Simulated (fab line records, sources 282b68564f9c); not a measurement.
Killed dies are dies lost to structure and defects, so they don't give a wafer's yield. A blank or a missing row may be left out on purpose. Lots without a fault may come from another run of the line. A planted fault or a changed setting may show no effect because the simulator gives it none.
Problem report in the 8D (eight disciplines) form, filled by code | flow rit_cmos | the parts of the form that need people (team, actions taken, sign-off) are left out

1. THE PROBLEM
run_length_s at RIT_NSD_SOFTBAKE_02 reads a mean of 100.83 s on 6 wafers of 2 lots; wafers without a fault read 89.24 s with a standard deviation of 0.19. That is +61 standard deviations from the usual mean.
The step: time 60 s.
First seen on wafer L640.2, day 7 00:04, on litho_track-04. The record holds 42 wafers of 14 lots with a number at this step. Rule for "out", or "out of limits": more than 4 standard deviations from the usual mean. The other wafers with a number count as sound.

2. WHAT IT IS AND WHAT IT IS NOT
question                    | is                     | is not
which readings at this step | run_length_s           | -
which lots                  | L640, L641             | L624, L625, L626, L628, L629, L631, L632, L633, L634, L644, L645, L646
which wafers of those lots  | all that have a number | -
read on which tools         | litho_track-04         | litho_track-01, litho_track-03
when                        | from day 7 00:04       | up to then (27 sound wafers); but 9 sound wafers of L644, L645, L646 came after

3. SUSPECTS, AND WHAT RULES EACH OUT
Counting: a tool at a process step up to the reading stays a suspect if it ran every lot that is out and no sound lot after the first of them.
- litho_track-04 at RIT_NSD_SOFTBAKE_02 (time 60 s): kept. It ran every lot that is out, first L640 (day 7 00:04), and no sound lot after that; its last sound lot up to then is L633 (day 5 03:16). Its own readings are out on those wafers: run_length_s.
Left after counting: litho_track-04 at RIT_NSD_SOFTBAKE_02.

4. THE CAUSE (what the simulator had put in)
Process parameter drift: litho_track-04, from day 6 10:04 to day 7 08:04, at RIT_NSD_SOFTBAKE_02. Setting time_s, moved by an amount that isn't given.
Counting left only this tool.

5. THE CHAIN OF EFFECTS, in route order
Each row: a reading whose mean over the struck wafers that have a number lies more than 3 standard deviations from the usual. Only readings for which the record gives a usual standard deviation are gone through. hours: the time from each lot's start at the first step in this table that gives one to its start at this step, as a median over the lots. sigmas: the change in usual standard deviations.
hours | step                | reading      | usual   | on struck wafers | change | sigmas
0     | RIT_NSD_SOFTBAKE_02 | run_length_s | 89.24 s | 100.83           | +11.59 | +61
The process steps in it:
- RIT_NSD_SOFTBAKE_02: time 60 s.
Later measuring or inspecting steps at which every struck wafer that the step has a row for has a number for every such reading, and none has moved that far: RIT_NSD_OVL_MEAS_06.

6. WHAT WOULD HAVE CAUGHT IT SOONER
In this record the first reading out of limits was taken at day 7 00:04, 14 hours after the fault began at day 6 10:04.
